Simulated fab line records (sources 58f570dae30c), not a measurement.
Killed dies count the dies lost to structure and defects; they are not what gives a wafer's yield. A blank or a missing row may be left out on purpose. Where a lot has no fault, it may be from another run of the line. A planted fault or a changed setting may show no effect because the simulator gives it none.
A sampling plan put to the test -- flow berkeleyCmos170 -- 18 faults told of in these records, all on one fab line, each judged by the records of the lots it struck
Plan = the line's own looks (route steps where a gauge or an inspection reads the wafer without altering it). Where struck wafers have a number at a look and the file lists that look's usual mean and standard deviation on fault-free wafers, the look can be judged. Caught: the struck wafers' mean, at a look after the fault's first step, is 4 or more of those standard deviations (sigma) away from the usual mean. On the tool: here the same test is run on the tool's own readings at the fault's steps. Caught also covers a different recipe on the struck wafers, or a record left blank for those wafers only.

== THE FAULTS, as the simulator had put them in ==
1. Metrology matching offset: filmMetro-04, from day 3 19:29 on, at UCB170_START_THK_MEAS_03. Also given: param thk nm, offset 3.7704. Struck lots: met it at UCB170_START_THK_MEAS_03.
2. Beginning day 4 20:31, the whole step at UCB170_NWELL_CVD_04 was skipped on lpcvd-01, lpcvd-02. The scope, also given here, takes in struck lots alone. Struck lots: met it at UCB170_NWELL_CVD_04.
3. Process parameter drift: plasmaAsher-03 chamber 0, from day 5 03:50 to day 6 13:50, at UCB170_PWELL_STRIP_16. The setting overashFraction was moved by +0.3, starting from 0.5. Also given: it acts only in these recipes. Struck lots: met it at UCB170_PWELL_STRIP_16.
4. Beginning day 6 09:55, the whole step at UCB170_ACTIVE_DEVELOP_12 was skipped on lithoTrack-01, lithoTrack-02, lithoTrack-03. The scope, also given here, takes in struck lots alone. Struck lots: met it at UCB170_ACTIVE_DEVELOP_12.
5. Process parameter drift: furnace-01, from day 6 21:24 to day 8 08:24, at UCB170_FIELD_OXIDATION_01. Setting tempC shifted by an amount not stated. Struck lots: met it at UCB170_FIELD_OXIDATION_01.
6. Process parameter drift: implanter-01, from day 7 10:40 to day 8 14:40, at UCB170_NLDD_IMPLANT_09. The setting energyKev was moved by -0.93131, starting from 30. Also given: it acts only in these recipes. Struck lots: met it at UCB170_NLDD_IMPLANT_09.
7. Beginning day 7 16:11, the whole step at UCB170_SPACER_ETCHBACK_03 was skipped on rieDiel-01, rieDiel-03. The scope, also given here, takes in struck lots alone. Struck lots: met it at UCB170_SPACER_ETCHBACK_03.
8. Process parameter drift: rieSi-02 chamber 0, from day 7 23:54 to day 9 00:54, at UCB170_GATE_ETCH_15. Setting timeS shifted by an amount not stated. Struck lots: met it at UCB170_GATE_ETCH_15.
9. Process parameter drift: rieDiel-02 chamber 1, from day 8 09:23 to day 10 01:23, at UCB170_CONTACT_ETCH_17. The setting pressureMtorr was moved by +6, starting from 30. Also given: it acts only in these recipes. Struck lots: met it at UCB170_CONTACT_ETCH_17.
10. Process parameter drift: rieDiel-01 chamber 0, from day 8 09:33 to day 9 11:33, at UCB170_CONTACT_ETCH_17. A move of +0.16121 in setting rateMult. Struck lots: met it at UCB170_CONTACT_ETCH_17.
11. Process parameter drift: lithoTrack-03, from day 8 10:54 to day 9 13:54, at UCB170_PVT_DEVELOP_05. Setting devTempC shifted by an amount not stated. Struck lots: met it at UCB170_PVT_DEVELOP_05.
12. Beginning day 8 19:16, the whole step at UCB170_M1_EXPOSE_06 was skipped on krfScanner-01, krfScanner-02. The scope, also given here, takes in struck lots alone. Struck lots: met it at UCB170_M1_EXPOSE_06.
13. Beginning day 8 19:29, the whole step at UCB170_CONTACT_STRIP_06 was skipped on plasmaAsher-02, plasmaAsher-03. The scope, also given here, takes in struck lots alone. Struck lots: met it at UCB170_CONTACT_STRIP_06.
14. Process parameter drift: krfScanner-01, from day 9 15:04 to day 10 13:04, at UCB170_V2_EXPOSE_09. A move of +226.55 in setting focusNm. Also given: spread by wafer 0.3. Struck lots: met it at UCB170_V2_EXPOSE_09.
15. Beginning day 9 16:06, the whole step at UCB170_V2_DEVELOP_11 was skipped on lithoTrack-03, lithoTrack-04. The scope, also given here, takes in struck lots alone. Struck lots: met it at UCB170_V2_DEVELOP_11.
16. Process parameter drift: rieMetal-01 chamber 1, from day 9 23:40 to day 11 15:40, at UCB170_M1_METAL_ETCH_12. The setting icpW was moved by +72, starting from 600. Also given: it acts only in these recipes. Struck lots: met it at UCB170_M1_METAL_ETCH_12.
17. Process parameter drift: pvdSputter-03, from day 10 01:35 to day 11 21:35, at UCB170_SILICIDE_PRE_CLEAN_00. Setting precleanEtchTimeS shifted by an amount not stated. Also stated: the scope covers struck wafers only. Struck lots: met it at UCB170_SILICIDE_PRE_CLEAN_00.
18. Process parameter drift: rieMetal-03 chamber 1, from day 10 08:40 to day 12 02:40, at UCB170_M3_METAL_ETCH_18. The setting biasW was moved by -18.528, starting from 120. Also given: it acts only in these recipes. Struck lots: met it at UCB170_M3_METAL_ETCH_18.

== WHAT THE PLAN SAW ==
fault,on the tool itself,first look that catches it,"reading, sigma",median hours from its first step to that look,hours from the fault's start to the first struck lot there,judged looks passed uncaught
1,START_OXIDE_THK +11 sigma,no look after it can be judged,-,-,-,0
2,the tool's record is blank for the struck wafers,no look after it can be judged,-,-,-,0
3,oesProductAu -18 sigma,not the one look that can be judged after it,-,-,-,1
4,the tool's record is blank for the struck wafers,no look after it can be judged,-,-,-,0
5,tubeCenterTempC +98 sigma,no look after it can be judged,-,-,-,0
6,beamEnergyKeV -83 sigma,no look after it can be judged,-,-,-,0
7,the tool's record is blank for the struck wafers,no look after it can be judged,-,-,-,0
8,runLengthS -56 sigma,no look after it can be judged,-,-,-,0
9,chamberPressureMTorr +99 or beyond sigma,no look after it can be judged,-,-,-,0
10,oesProductAu +4.8 sigma,not the one look that can be judged after it,-,-,-,1
11,developerTempC +6.7 sigma,not the one look that can be judged after it,-,-,-,1
12,no reading that can be judged,no look after it can be judged,-,-,-,0
13,the tool's record is blank for the struck wafers,no look after it can be judged,-,-,-,0
14,exposureDoseMJCm2 -5.2 sigma,no look after it can be judged,-,-,-,0
15,the tool's record is blank for the struck wafers,no look after it can be judged,-,-,-,0
16,rfFwdPowerW +35 sigma,no look after it can be judged,-,-,-,0
17,no reading that can be judged,no look after it can be judged,-,-,-,0
18,biasW -45 sigma,no look after it can be judged,-,-,-,0
A dash: the fault is not caught, or the number is missing from these records.

Caught at a look: 0 of 18. Caught on the tool: 16 of 18. By one or the other: 16 of 18.
Faults 1, 2, 3, 4, 5, 6, 7, 8, 9, 10, 11, 13, 14, 15, 16, 18 were caught on the tool alone.
Caught by neither: faults 12, 17.
